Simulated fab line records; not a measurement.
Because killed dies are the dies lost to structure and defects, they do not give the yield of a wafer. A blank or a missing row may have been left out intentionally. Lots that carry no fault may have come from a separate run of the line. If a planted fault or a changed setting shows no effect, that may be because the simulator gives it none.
Code-filled problem report in 8D (eight disciplines) form :: flow rit-cmos :: the parts of the form that need people (team, actions taken, sign-off) are left out

== 1. WHAT WENT WRONG ==
Wafers without a fault read 100.01 mTorr, standard deviation 0.092; chamber-pressure-mTorr at RIT_M1_METAL_ETCH_12 reads a mean of 120.00 mTorr on 6 wafers belonging to 2 lots. So: +99 or more standard deviations from the usual mean.
The step: etches Al in Cl2/BCl3, stops on SiO2, time 165 s, target depth 600 nm.
First observed at day 6 22:47: wafer L231.2, on rie-metal-01. Wafers with a number at this step in the record: 42, from 14 lots. By rule, "out" or "out of limits" means more than 4 standard deviations away from the usual mean. All remaining wafers that have a number are taken as sound.

== 2. WHAT IT IS AND WHAT IT IS NOT ==
question: which readings at this step
is: chamber-pressure-mTorr
is not: drypump-motor-current-A, oes-product-au, throttle-valve-pct

question: which lots
is: L231, L234
is not: L214, L215, L216, L217, L222, L223, L224, L225, L226, L227, L233, L236

question: which wafers of those lots
is: all that have a number
is not: -

question: read on which tools
is: rie-metal-01
is not: rie-metal-03, rie-metal-04

question: when
is: from day 6 22:47
is not: up to then (30 sound wafers); but 6 sound wafers of L233, L236 came after

== 3. WHAT RULES OUT EACH SUSPECT ==
Counting: a tool stays on the suspect list if, at a process step up to the reading, it processed all lots that are out and no sound lot following the first of them.
- rie-metal-01 at RIT_M1_METAL_ETCH_12 (etches Al in Cl2/BCl3, stops on SiO2, time 165 s, target depth 600 nm): kept. It ran every lot that is out, first L231 (day 6 22:47), and no sound lot after that; its last sound lot up to then is L225 (day 5 18:20). Out on those wafers are its own readings of chamber-pressure-mTorr.
The count leaves rie-metal-01 at RIT_M1_METAL_ETCH_12.

== 4. THE CAUSE (what the simulator had put in) ==
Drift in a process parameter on rie-metal-01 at RIT_M1_METAL_ETCH_12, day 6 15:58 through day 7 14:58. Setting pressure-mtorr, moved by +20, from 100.
Counting left only this tool.

== 5. THE CHAIN OF EFFECTS, in route order ==
Each row: a reading where the mean over the struck wafers with a number is more than 3 standard deviations away from the usual. Scope: only readings with a usual standard deviation given in the record; hours: median across lots of the time from each lot's start at the first step in this table that gives one to its start at this step; sigmas: change in usual standard deviations.
hours: 0
step: RIT_M1_METAL_ETCH_12
reading: chamber-pressure-mTorr
usual: 100.01 mTorr
on struck wafers: 120.00
change: +19.99
sigmas: +99 or more
It contains these process steps:
- RIT_M1_METAL_ETCH_12: etches Al in Cl2/BCl3, stops on SiO2, time 165 s, target depth 600 nm.

== 6. WHAT WOULD HAVE CAUGHT IT SOONER ==
In this record no reading fell out of limits until day 6 22:47, 7 hours after the fault had begun at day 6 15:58.
